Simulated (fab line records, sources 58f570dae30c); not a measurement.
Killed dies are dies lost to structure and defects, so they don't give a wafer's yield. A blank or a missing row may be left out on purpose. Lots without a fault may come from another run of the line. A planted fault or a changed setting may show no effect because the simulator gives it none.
Which tool did it? | flow berkeley_cmos170 | 14 lots, 42 wafers sampled, at 5 steps of a route of 331

WHAT THE GAUGES READ, wafer by wafer
UCB170_ACTIVE_THK_MEAS_06. Usual: ACTIVE_NITRIDE_THK 219.5 nm, standard deviation 2.
lot  | measured    | on            | ACTIVE_NITRIDE_THK (nm) | flag
L158 | day 4 08:42 | film_metro-02 | 220.8 219.4 219.6       |
L159 | day 5 05:18 | film_metro-04 | 218.7 219.7 217.3       |
L160 | day 5 09:16 | film_metro-03 | 218.9 218.9 219.7       |
L161 | day 5 09:16 | film_metro-02 | 224.4 221.7 222.6       |
L162 | day 5 15:33 | film_metro-03 | 217.9 216.2 216.8       |
L163 | day 5 15:33 | film_metro-02 | 221.4 220.4 222.0       |
L164 | day 6 06:46 | film_metro-03 | 221.4 220.9 220.9       |
L165 | day 6 06:46 | film_metro-04 | 220.6 220.5 219.8       |
L166 | day 6 15:08 | film_metro-04 | 218.8 219.1 218.1       |
L167 | day 6 15:06 | film_metro-03 | 216.3 214.9 217.0       |
L168 | day 6 15:07 | film_metro-02 | 220.8 220.0 222.2       |
L169 | day 7 09:15 | film_metro-02 | 371.7 372.5 371.4       | OFF
L170 | day 7 09:13 | film_metro-03 | 369.7 369.3 370.9       | OFF
L171 | day 7 18:10 | film_metro-03 | 220.4 219.9 220.0       |

UCB170_GATE_THK_MEAS_02. Usual: GATE_OXIDE_THK 6.74 nm, standard deviation 0.12.
lot  | measured    | on            | GATE_OXIDE_THK (nm) | flag
L158 | day 6 07:07 | film_metro-04 | 6.57 6.68 6.50      |
L159 | day 7 00:04 | film_metro-04 | 6.86 6.75 6.74      |
L160 | day 7 11:59 | film_metro-02 | 6.85 6.86 6.91      |
L161 | day 7 11:59 | film_metro-04 | 6.73 6.80 6.79      |
L162 | day 7 11:59 | film_metro-01 | 6.75 6.75 6.69      |
L163 | day 7 12:03 | film_metro-04 | 6.66 6.84 6.75      |
L164 | day 8 11:02 | film_metro-02 | 6.72 6.81 6.71      |
L165 | day 8 11:02 | film_metro-04 | 6.86 6.95 6.87      |
L166 | day 8 17:23 | film_metro-01 | 6.76 6.80 6.80      |
L167 | day 8 17:23 | film_metro-02 | 6.85 6.88 6.79      |
L168 | day 8 17:24 | film_metro-04 | 6.73 6.73 6.67      |
L171 | day 9 18:32 | film_metro-04 | 6.57 6.61 6.52      |

UCB170_NSD_OVL_MEAS_07. Usual: NSD_OVL 1 nm, standard deviation 5.9.
lot  | measured     | on         | NSD_OVL (nm) | flag
L158 | day 7 07:22  | overlay-01 | 2 4 4        |
L159 | day 8 03:15  | overlay-01 | -4 -4 -7     |
L160 | day 8 11:04  | overlay-01 | 8 5 7        |
L161 | day 8 11:31  | overlay-02 | -2 -3 3      |
L162 | day 8 11:34  | overlay-01 | -11 -7 -9    |
L163 | day 8 11:18  | overlay-01 | 5 5 1        |
L164 | day 9 07:46  | overlay-01 | 12 21 15     |
L165 | day 9 08:00  | overlay-01 | 8 9 11       |
L166 | day 9 14:42  | overlay-02 | -2 -5 2      |
L167 | day 9 15:29  | overlay-02 | 6 1 -3       |
L168 | day 9 15:17  | overlay-01 | -10 -4 -10   |
L171 | day 10 20:02 | overlay-01 | -7 -2 -1     |

WHICH TOOL RAN EACH LOT (tool, then ch and the chambers of the sampled wafers, then the start)
lot  | UCB170_ACTIVE_CVD_05       | UCB170_ACTIVE_ETCH_15
L158 | lpcvd-02 ch 0, day 4 06:46 | rie_diel-01 ch 0,1,3, day 4 09:44
L159 | lpcvd-02 ch 0, day 5 03:23 | rie_diel-04 ch 1,2, day 5 06:29
L160 | lpcvd-01 ch 0, day 5 07:20 | rie_diel-04 ch 0,1,3, day 5 10:45
L161 | lpcvd-01 ch 1, day 5 07:20 | rie_diel-04 ch 1,2,3, day 5 10:28
L162 | lpcvd-01 ch 1, day 5 13:38 | rie_diel-02 ch 0,1,2, day 5 16:37
L163 | lpcvd-01 ch 1, day 5 13:38 | rie_diel-02 ch 2,3, day 5 16:55
L164 | lpcvd-02 ch 0, day 6 04:51 | rie_diel-04 ch 0,1,3, day 6 08:18
L165 | lpcvd-02 ch 1, day 6 04:51 | rie_diel-02 ch 0,2,3, day 6 08:30
L166 | lpcvd-02 ch 0, day 6 13:11 | rie_diel-01 ch 2,3, day 6 17:01
L167 | lpcvd-02 ch 1, day 6 13:11 | rie_diel-02 ch 0,1,2, day 6 16:43
L168 | lpcvd-02 ch 0, day 6 13:11 | rie_diel-04 ch 0,1,3, day 6 16:56
L169 | lpcvd-02 ch 1, day 7 07:18 | rie_diel-04 ch 1,2,3, day 7 10:31
L170 | lpcvd-02 ch 1, day 7 07:18 | rie_diel-02 ch 1,2, day 7 10:24
L171 | lpcvd-01 ch 1, day 7 16:14 | rie_diel-01 ch 1,2,3, day 7 19:33
- UCB170_ACTIVE_CVD_05: deposits Si3N4 from SiH2Cl2/NH3, target thk 220 nm, time 3300 s.
- UCB170_ACTIVE_ETCH_15: etches Si3N4 in CH3F/Ar/O2, stops on SiO2, target depth 242 nm, time 151 s.

WHAT THE TOOLS THEMSELVES READ (means of the sampled wafers that have a number; where no wafer has one, the mark that the record gives instead)
UCB170_ACTIVE_CVD_05. Usual: spike_tc_centre_C 802.1 C, standard deviation 1.7; spike_tc_load_C 823.1 C, standard deviation 2.2; spike_tc_source_C 823.9 C, standard deviation 3; susceptor_temp_C 800.1 C, standard deviation 0.36.
lot  | tool     | spike_tc_centre_C (C) | spike_tc_load_C (C) | spike_tc_source_C (C) | susceptor_temp_C (C) | flag
L158 | lpcvd-02 | 799.6                 | 821.7               | 824.4                 | 800.3                |
L159 | lpcvd-02 | 801.8                 | 821.1               | 825.1                 | 799.8                |
L160 | lpcvd-01 | 801.8                 | 821.8               | 826.4                 | 799.6                |
L161 | lpcvd-01 | 803.6                 | 823.5               | 817.5                 | 800.2                |
L162 | lpcvd-01 | 804.8                 | 823.0               | 817.0                 | 800.1                |
L163 | lpcvd-01 | 804.7                 | 822.9               | 817.3                 | 800.3                |
L164 | lpcvd-02 | 800.6                 | 821.1               | 825.4                 | 799.8                |
L165 | lpcvd-02 | 802.5                 | 827.1               | 824.9                 | 800.0                |
L166 | lpcvd-02 | 800.8                 | 822.2               | 825.6                 | 800.3                |
L167 | lpcvd-02 | 803.1                 | 825.5               | 824.1                 | 799.8                |
L168 | lpcvd-02 | 800.5                 | 821.1               | 824.4                 | 800.0                |
L169 | lpcvd-02 | 834.0                 | 857.5               | 854.9                 | 830.0                | OFF
L170 | lpcvd-02 | 834.1                 | 857.3               | 855.2                 | 830.6                | OFF
L171 | lpcvd-01 | 803.3                 | 822.7               | 816.9                 | 800.0                |

UCB170_ACTIVE_ETCH_15. Usual: O2_flow_sccm 7.001 sccm, standard deviation 0.02; drypump_motor_current_A 5.57 A, standard deviation 0.28; oes_product_au 0.943 a.u., standard deviation 0.015; throttle_valve_pct 8.02 %, standard deviation 0.1.
lot  | tool        | O2_flow_sccm (sccm) | drypump_motor_current_A (A) | oes_product_au (a.u.) | throttle_valve_pct (%) | flag
L158 | rie_diel-01 | 7.031               | 5.41                        | 0.932                 | 8.04                   |
L159 | rie_diel-04 | 6.990               | 5.53                        | 0.938                 | 8.02                   |
L160 | rie_diel-04 | 7.010               | 5.46                        | 0.944                 | 7.99                   |
L161 | rie_diel-04 | 6.975               | 5.37                        | 0.956                 | 8.03                   |
L162 | rie_diel-02 | 7.002               | 5.73                        | 0.936                 | 7.99                   |
L163 | rie_diel-02 | 6.995               | 5.85                        | 0.957                 | 8.01                   |
L164 | rie_diel-04 | 6.997               | 5.46                        | 0.950                 | 8.00                   |
L165 | rie_diel-02 | 6.988               | 5.72                        | 0.946                 | 8.01                   |
L166 | rie_diel-01 | 6.988               | 5.86                        | 0.933                 | 8.01                   |
L167 | rie_diel-02 | 7.014               | 5.71                        | 0.929                 | 7.99                   |
L168 | rie_diel-04 | 7.003               | 5.45                        | 0.952                 | 7.99                   |
L169 | rie_diel-04 | 6.987               | 5.36                        | 1.014                 | 8.03                   | OFF
L170 | rie_diel-02 | 6.999               | 5.70                        | 1.012                 | 7.99                   | OFF
L171 | rie_diel-01 | 6.996               | 5.58                        | 0.940                 | 7.93                   |

THE ANSWER, worked out from the rows above alone
Rule: a lot is off if the mean of its wafers that have a number lies more than 3 standard deviations from the usual mean. A lot without any number at a reading at which 4 lots or more have one is off too. The other lots that the step has rows for count as sound. The gauges are gone through in route order, then the tools' own readings, and for those a lot's mean is taken as printed above. The first step at which some lot is off is used, and at that step the reading that is off furthest; a lot without a number counts as furthest.
Off: L169, L170, at UCB170_ACTIVE_THK_MEAS_06 (ACTIVE_NITRIDE_THK).
A tool fits if, at a process step before that reading, it ran every lot that is off, and no sound lot after the first of them. The gauges at UCB170_ACTIVE_THK_MEAS_06 aren't tried: what is off there is off at UCB170_ACTIVE_CVD_05 too, on other tools, and a gauge's error can't cause that. One fits: lpcvd-02 at UCB170_ACTIVE_CVD_05. Its last sound lot is L166 (day 6 13:11), its first lot that is off L169 (day 7 07:18): a fault that began between those two fits.
The tool's own readings at UCB170_ACTIVE_CVD_05 bear it out: on the lots that are off they differ by more than 5 times the standard deviation of the sound lots' means. spike_tc_centre_C reads 834.0 C there against 802.3 C on the sound lots; spike_tc_load_C reads 857.4 C there against 822.8 C on the sound lots; spike_tc_source_C reads 855.0 C there against 822.4 C on the sound lots; susceptor_temp_C reads 830.3 C there against 800.0 C on the sound lots.

WHAT THE SIMULATOR HAD PUT IN
Process parameter drift: lpcvd-02, from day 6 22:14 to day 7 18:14, at UCB170_ACTIVE_CVD_05. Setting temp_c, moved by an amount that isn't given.
Lots struck among those shown: L170, L169. The rule above found the same.
